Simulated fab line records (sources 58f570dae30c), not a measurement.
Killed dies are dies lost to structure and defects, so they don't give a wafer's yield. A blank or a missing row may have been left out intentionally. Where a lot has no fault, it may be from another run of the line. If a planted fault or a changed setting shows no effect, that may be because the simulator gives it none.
A lot that was struck, set against a sound lot || flow berkeley-cmos170 || 16 out of 331 route steps
Sound: wafers L149.1, L149.3, L149.4. The struck wafers were L160.2, L160.4. The cause comes at the end.
At each step with rows: each side's tool, then ch and its chambers, then its first start. Under that, the readings that differ: sound wafers || struck wafers || difference of the means || sigmas: that difference in standard deviations of wafers without a fault.
alike: words and numbers the same on both sides, and readings whose means are apart by under 2 such deviations; not compared: readings that were withheld, readings missing a value for some wafer, numbers with overlapping values and no deviation given by the record, and bounds like >300 which may hide the same value.
The two part at a step that has a row with sigmas, a row that says differs or no value, or rows on one side only. Numbers that don't overlap but have no deviation are shown without sigmas and don't part them. A reading that every wafer of one side lacks parts them only if that side has two wafers or more.

UCB170_M1_SPUTTER_00: material Al, target thk 600 nm, time 80 s.
  sound: pvd-sputter-02 at day 9 05:52; struck: pvd-sputter-03 at day 11 17:04
  alike: throttle-valve-pct
UCB170_M1_RS_MEAS_01: measures by four-point-probe.
  sound: film-metro-02 at day 9 05:56; struck: film-metro-03 at day 11 17:08
{"reading": "M1_AL_RS (ohm/sq)", "sound": "0.0479 0.0480 0.0480", "struck": "0.0494 0.0494", "difference": "+0.0014", "sigmas": "+3"}
UCB170_M1_THK_MEAS_02: measures by xrf.
  sound: film-metro-02 at day 9 06:03; struck: film-metro-03 at day 11 17:15
  alike: M1_AL_THK
then, 6 steps without rows for these wafers: UCB170_M1_COAT_03; UCB170_M1_COAT_04 (resist thk 900 nm); UCB170_M1_SOFTBAKE_05 (time 60 s); UCB170_M1_EXPOSE_06 (exposes mask METAL1, target cd 700 nm); UCB170_M1_PEB_07; UCB170_M1_DEVELOP_08 (develop time 45 s).
UCB170_M1_CD_MEAS_09: target cd 700 nm.
  sound: cd-sem-01 at day 9 07:27; struck: cd-sem-01 at day 11 19:46
  alike: cd-nm
UCB170_M1_OVL_MEAS_10:
  sound: overlay-01 at day 9 07:34; struck: overlay-02 at day 11 19:52
  alike: M1_OVL
UCB170_M1_ETCH_11: etches BARC in N2/H2.
  sound on rie-diel-04 ch 1,2,3, day 9 07:36; struck on rie-diel-03 ch 1,3, day 11 19:53
  alike: chamber-pressure-mTorr, drypump-motor-current-A, oes-product-au, throttle-valve-pct
UCB170_M1_METAL_ETCH_12: etches Al in Cl2/BCl3, stops on PSG, target depth 780 nm, time 130 s.
  sound on rie-metal-04 ch 0,1, day 9 07:38; struck on rie-metal-04 ch 1, day 11 19:56
{"reading": "oes-product-au (a.u.)", "sound": "0.863 0.860 0.877", "struck": "0.999 0.998", "difference": "+0.132", "sigmas": "+12"}
{"reading": "run-length-s (s)", "sound": "158.7 158.1 158.3", "struck": "100.2 100.6", "difference": -58.0, "sigmas": "-99 or more"}
{"reading": "model.M1.feature-depth-nm (nm)", "sound": "645.7 643.6 644.5", "struck": "434.3 433.4", "difference": -210.8, "sigmas": ""}
{"reading": "model.KrF_of_M1_COAT_04.thk-nm (nm)", "sound": "433.2 438.2 426.9", "struck": "637.8 638.8", "difference": "+205.5", "sigmas": ""}
{"reading": "model.etch.depth-nm (nm)", "sound": "607.5 606.4 605.9", "struck": "434.3 433.4", "difference": -172.8, "sigmas": ""}
  alike: chamber-pressure-mTorr, drypump-motor-current-A, throttle-valve-pct
  not compared: rf-hours-counter-h
UCB170_M1_STRIP_13: strips in O2.
  sound on plasma-asher-01 ch 0,1, day 9 07:47; struck on plasma-asher-01 ch 1, day 11 20:04
  alike: chamber-pressure-mTorr, drypump-motor-current-A, oes-product-au
  not compared: rf-hours-counter-h
UCB170_M1_CD_MEAS_90: target cd 700 nm.
  sound: cd-sem-02 at day 9 07:55; struck: cd-sem-01 at day 11 20:11
{"reading": "cd-nm (nm)", "sound": "706.6 702.1 704.5", "struck": "715.9 715.3", "difference": "+11.2", "sigmas": "+4"}
then, 1 step without rows for these wafers: UCB170_M1_ANNEAL_14 (time 1200 s).

WHERE THEY PART
Last at UCB170_M1_CD_MEAS_90 as far as this record goes, first at UCB170_M1_RS_MEAS_01.

WHY: what the simulator had put in
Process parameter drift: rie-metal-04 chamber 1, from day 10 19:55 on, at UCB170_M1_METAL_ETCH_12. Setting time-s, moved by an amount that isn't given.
